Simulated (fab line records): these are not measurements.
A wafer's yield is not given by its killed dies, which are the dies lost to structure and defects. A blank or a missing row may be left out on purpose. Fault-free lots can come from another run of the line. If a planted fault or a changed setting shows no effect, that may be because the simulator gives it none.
Commonality check across tools + flow berkeleyCmos170 + 15 lots, 45 wafers sampled

WHY THIS WAS OPENED
Of 15 lots, 3 have the reading SILICIDE_TI_RS flagged at UCB170_SILICIDE_RS_MEAS_02. Fault-free wafers read 26.3 ohm/sq, with a standard deviation of 0.49.
Rule: flag the lot when none of its wafers has a number, or when each of its wafers that has one lies beyond 4 standard deviations from that mean. The rest of the lots are taken to be sound.

| lot  | measured     | on           | SILICIDE_TI_RS (ohm/sq), wafer by wafer | flag    |
|------|--------------|--------------|-----------------------------------------|---------|
| L903 | day 8 15:23  | filmMetro-01 | 25.7 25.8 25.7                          |         |
| L904 | day 9 01:34  | filmMetro-04 | 26.2 26.3 26.2                          |         |
| L907 | day 9 01:47  | filmMetro-01 | 27.2 26.1 26.2                          |         |
| L906 | day 9 01:54  | filmMetro-04 | 26.0 25.9 25.8                          |         |
| L908 | day 9 12:52  | filmMetro-02 | 25.8 25.8 25.7                          |         |
| L909 | day 9 13:13  | filmMetro-02 | 26.3 26.7 25.8                          |         |
| L911 | day 10 04:03 | filmMetro-01 | 25.9 26.9 26.4                          |         |
| L913 | day 10 18:10 | filmMetro-01 | 25.9 26.0 26.9                          |         |
| L915 | day 10 18:22 | filmMetro-01 | 17.2 16.9 16.7                          | FLAGGED |
| L917 | day 10 18:53 | filmMetro-01 | 17.1 17.2 17.3                          | FLAGGED |
| L914 | day 10 18:58 | filmMetro-02 | 16.9 17.4 17.4                          | FLAGGED |
| L921 | day 12 08:42 | filmMetro-01 | 26.3 26.1 26.2                          |         |
| L924 | day 12 21:05 | filmMetro-01 | 26.4 25.9 26.5                          |         |
| L923 | day 12 22:23 | filmMetro-04 | 26.1 26.6 26.5                          |         |
| L925 | day 13 09:52 | filmMetro-01 | 25.9 26.2 26.2                          |         |
Average over the flagged lots: 17.1 ohm/sq; offset from the usual -9.2 ohm/sq, equal to -19 standard deviations.

TOOL THAT RAN EACH LOT
2 process steps preceding the reading are held in the record, out of 331 steps in the route. Each cell gives the tool, then ch followed by the chambers the sampled wafers passed through, then the start.
| lot  | flag    | UCB170_NSD_STRIP_09                 | UCB170_SILICIDE_SPUTTER_01  |
|------|---------|-------------------------------------|-----------------------------|
| L903 |         | plasmaAsher-04 ch 0,1, day 8 11:56  | pvdSputter-01, day 8 15:21  |
| L904 |         | plasmaAsher-04 ch 0,1, day 8 22:52  | pvdSputter-01, day 9 01:23  |
| L907 |         | plasmaAsher-04 ch 0,1, day 8 23:46  | pvdSputter-02, day 9 01:38  |
| L906 |         | plasmaAsher-02 ch 0,1, day 9 00:02  | pvdSputter-01, day 9 01:52  |
| L908 |         | plasmaAsher-01 ch 0,1, day 9 09:59  | pvdSputter-01, day 9 12:49  |
| L909 |         | plasmaAsher-04 ch 0,1, day 9 10:21  | pvdSputter-02, day 9 13:10  |
| L911 |         | plasmaAsher-04 ch 0,1, day 10 01:41 | pvdSputter-02, day 10 04:00 |
| L913 |         | plasmaAsher-01 ch 0,1, day 10 16:04 | pvdSputter-02, day 10 18:04 |
| L915 | FLAGGED | plasmaAsher-04 ch 0,1, day 10 16:20 | pvdSputter-02, day 10 18:10 |
| L917 | FLAGGED | plasmaAsher-01 ch 0,1, day 10 16:37 | pvdSputter-02, day 10 18:33 |
| L914 | FLAGGED | plasmaAsher-04 ch 0,1, day 10 16:40 | pvdSputter-02, day 10 18:39 |
| L921 |         | plasmaAsher-01 ch 0,1, day 12 06:44 | pvdSputter-03, day 12 08:40 |
| L924 |         | plasmaAsher-02 ch 0,1, day 12 18:47 | pvdSputter-03, day 12 21:00 |
| L923 |         | plasmaAsher-04 ch 0,1, day 12 19:44 | pvdSputter-01, day 12 22:22 |
| L925 |         | plasmaAsher-02 ch 0,1, day 13 07:29 | pvdSputter-01, day 13 09:49 |
What these steps do:
- UCB170_NSD_STRIP_09: strips in O2.
- UCB170_SILICIDE_SPUTTER_01: material Ti, target thk 30 nm, time 25 s.
- UCB170_SILICIDE_RS_MEAS_02: measures by four-point-probe.

FLAGGED AGAINST TOTAL, ONE TOOL AT A TIME (gauges that did the reading follow at the end)
| step                       | tool           | lots run | flagged | share of the flagged lots | sound lots run after its first flagged lot |
|----------------------------|----------------|----------|---------|---------------------------|--------------------------------------------|
| UCB170_NSD_STRIP_09        | plasmaAsher-01 | 4        | 1       | some                      | 1 (L921)                                   |
| UCB170_NSD_STRIP_09        | plasmaAsher-02 | 3        | 0       | none                      | -                                          |
| UCB170_NSD_STRIP_09        | plasmaAsher-04 | 8        | 2       | some                      | 1 (L923)                                   |
| UCB170_SILICIDE_SPUTTER_01 | pvdSputter-01  | 6        | 0       | none                      | -                                          |
| UCB170_SILICIDE_SPUTTER_01 | pvdSputter-02  | 7        | 3       | all                       | 0                                          |
| UCB170_SILICIDE_SPUTTER_01 | pvdSputter-03  | 2        | 0       | none                      | -                                          |
| UCB170_SILICIDE_RS_MEAS_02 | filmMetro-01   | 9        | 2       | some                      | 3 (L921,L924,L925)                         |
| UCB170_SILICIDE_RS_MEAS_02 | filmMetro-02   | 3        | 1       | some                      | 0                                          |
| UCB170_SILICIDE_RS_MEAS_02 | filmMetro-04   | 3        | 0       | none                      | -                                          |

THE TABLE: WHAT IT ALLOWS
Rows of the table that ran each flagged lot: 1, that is pvdSputter-02 at UCB170_SILICIDE_SPUTTER_01.
- pvdSputter-02 at UCB170_SILICIDE_SPUTTER_01: 3 of its 7 lots flagged. Its last sound lot is L913 (day 10 18:04), its first flagged lot L915 (day 10 18:10): a fault that began between those two fits.
pvdSputter-02 at UCB170_SILICIDE_SPUTTER_01 is the single tool remaining.

WHAT THE SIMULATOR PUT IN
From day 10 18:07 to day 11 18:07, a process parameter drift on pvdSputter-02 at UCB170_SILICIDE_SPUTTER_01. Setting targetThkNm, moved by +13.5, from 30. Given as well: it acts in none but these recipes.
Lots struck among those shown: L915, L917, L914. Same finding as the rule above.
